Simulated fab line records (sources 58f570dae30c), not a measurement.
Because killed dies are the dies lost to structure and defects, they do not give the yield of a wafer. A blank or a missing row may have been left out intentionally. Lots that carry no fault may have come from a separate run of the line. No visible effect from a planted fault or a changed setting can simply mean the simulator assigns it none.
The tool behind it: which one? | flow berkeley cmos170 | 21 wafers from 7 lots sampled at 2 of the route's 331 steps

WHAT EACH GAUGE READ, for each wafer
UCB170_M1_CD_MEAS_09: target cd 700 nm.
lot  | measured     | on        | cd nm (nm)
L310 | day 7 13:12  | cd sem-01 | 699.5 699.4 700.3
L311 | day 7 19:44  | cd sem-01 | 701.3 700.6 700.7
L314 | day 8 10:05  | cd sem-02 | 703.6 702.9 703.1
L315 | day 8 20:28  | cd sem-01 | 698.9 697.4 699.8
L321 | day 10 00:09 | cd sem-02 | 670.3 670.1 668.7
L323 | day 10 18:17 | cd sem-01 | 699.1 698.6 698.2
L327 | day 11 09:05 | cd sem-02 | 700.0 698.5 699.2

EACH LOT AND THE TOOL THAT RAN IT (in order: tool; ch and the chambers of the sampled wafers; start)
lot  | UCB170_M1_EXPOSE_06
L310 | krf scanner-02 ch 0, day 7 12:26
L311 | krf scanner-01 ch 0, day 7 19:20
L314 | krf scanner-01 ch 0, day 8 09:11
L315 | krf scanner-02 ch 0, day 8 20:01
L321 | krf scanner-02 ch 0, day 9 23:46
L323 | krf scanner-01 ch 0, day 10 17:47
L327 | krf scanner-01 ch 0, day 11 08:30
- UCB170_M1_EXPOSE_06: exposes mask METAL1, target cd 700 nm.

THE ANSWER, worked out from the rows above alone
Rule: the lots themselves supply what counts as usual. The widest of any qualifying gaps counts: lots, ordered by their means at a reading, are off when they make up no more than a third of the lots, leave a main group of 4 or more, and stand apart from it by 3 or more times the standard deviation of that group's means. If all means in a main group match to the digits the tables above print for the reading, that group is not used. A lot without any number at a reading at which 4 lots or more have one is off too. Where the step has rows for the other lots, those lots are counted as sound.
Off: L321, at UCB170_M1_CD_MEAS_09 (cd nm). The main group: mean 700.1 nm, standard deviation 1.6.
A tool fits if, at a process step before that reading, it ran every lot that is off, and no sound lot after the first of them. The gauges at UCB170_M1_CD_MEAS_09 are tried like those tools. One fits: krf scanner-02 at UCB170_M1_EXPOSE_06. Its last sound lot is L315 (day 8 20:01), its first lot that is off L321 (day 9 23:46): a fault that began between those two fits.

WHAT HAD BEEN PUT IN BY THE SIMULATOR
Process parameters drifting: krf scanner-02 at UCB170_M1_EXPOSE_06, beginning at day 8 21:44. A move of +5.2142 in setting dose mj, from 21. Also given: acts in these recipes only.
Shown lots that were struck: L321. The same result came from the rule above.
